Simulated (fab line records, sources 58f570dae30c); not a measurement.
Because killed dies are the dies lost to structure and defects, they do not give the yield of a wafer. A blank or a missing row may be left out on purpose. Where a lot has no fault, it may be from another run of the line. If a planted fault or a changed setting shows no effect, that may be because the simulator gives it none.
2 desks looking at one fault | flow berkeley-cmos170 | only its own numbers are on each desk; what lay behind them is given at the end

## FROM THE METROLOGY DESK
What the gauges read for every lot (on any tool): the sampled wafers with a number, averaged. Any lot whose mean is over 4 standard deviations away from the usual mean is out of limits and marked OUT; that distance is given in the brackets.
Columns: A = SILICIDE_TI_RS at UCB170_SILICIDE_RS_MEAS_02, usual 25.9 ohm/sq; B = CONTACT_PSG_THK at UCB170_CONTACT_THK_MEAS_02, usual 698 nm; C = cd-nm at UCB170_M1_CD_MEAS_09, usual 700.1 nm; D = cd-nm at UCB170_M1_CD_MEAS_90, usual 700.2 nm
lot  | first seen here | A    | B   | C     | D
L983 | day 6 23:37     | 26.5 | 702 | 699.8 | 699.9
L982 | day 6 23:44     | 25.9 | 694 | 699.8 | 699.0
L981 | day 7 00:03     | 26.1 | 700 | 699.8 | 699.1
L985 | day 7 13:35     | 25.6 | 697 | 699.4 | 700.7
L984 | day 8 00:45     | 25.6 | 693 | 699.8 | 697.5
L987 | day 8 01:23     | 25.7 | 701 | 698.3 | 699.3
L988 | day 8 01:28     | 25.5 | 700 | 700.2 | 700.8
L990 | day 9 03:10     | 25.9 | 706 | 701.4 | 700.3
L993 | day 9 08:52     | 25.7 | 696 | 700.1 | 702.2
L992 | day 9 09:41     | 26.0 | 699 | 700.8 | 699.9
L994 | day 9 20:16     | 25.7 | 694 | 698.1 | 688.6 (-5.5) OUT
L101 | day 10 17:07    | 25.7 | 700 | 699.7 | 690.4 (-4.7) OUT
L103 | day 11 14:35    | 26.2 | 700 | 703.0 | 703.6
L104 | day 11 19:49    | 25.7 | 706 | 700.9 | 701.1
This desk's finding: out of limits on L101, L994; first on L994, day 10 06:04 (cd-nm at UCB170_M1_CD_MEAS_90). In limits: L983, L982, L981, L985, L984, L987, L988, L990, L993, L992, L103, L104.

## TOOL OWNER'S DESK, rie-metal-03
The tool's own readings at UCB170_M1_METAL_ETCH_12 (etches Al in Cl2/BCl3, stops on PSG, target depth 780 nm, time 130 s): means of the sampled wafers that have a number, for each lot that ran on this tool. Any lot whose mean is over 4 standard deviations away from the usual mean is out of limits and marked OUT; that distance is given in the brackets.
Columns: A = drypump-motor-current-A at UCB170_M1_METAL_ETCH_12, usual 5.7 A; B = he-backside-leak-sccm at UCB170_M1_METAL_ETCH_12, usual 3.3 sccm; C = oes-product-au at UCB170_M1_METAL_ETCH_12, usual 0.839 a.u.; D = throttle-valve-pct at UCB170_M1_METAL_ETCH_12, usual 24.4 %
lot  | first seen here | A   | B   | C     | D
L982 | day 7 05:47     | 5.5 | 3.3 | 0.844 | 24.6
L984 | day 8 06:58     | 5.5 | 3.5 | 0.851 | 24.6
L993 | day 9 18:08     | 5.7 | 3.4 | 0.847 | 24.3
L994 | day 10 05:48    | 5.8 | 3.3 | 0.849 | 24.3
L101 | day 11 00:49    | 5.8 | 3.3 | 0.850 | 24.3
This desk found nothing out of limits on any of the 5 lots.

## PUT TOGETHER
At day 10 06:04 the metrology desk could have sounded an alarm, on L101, L994.
The tool owner's desk saw nothing out of limits.
Tool owner's desk: L101, L994 on record, inside its limits.
On rie-metal-03, each named lot ran UCB170_M1_METAL_ETCH_12.

## WHAT THE SIMULATOR PUT IN
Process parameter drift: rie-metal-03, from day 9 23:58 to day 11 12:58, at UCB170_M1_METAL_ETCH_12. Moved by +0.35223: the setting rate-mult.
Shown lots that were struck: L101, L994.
Hours from the fault's start to each desk's first reading out of limits: the metrology desk, 6.
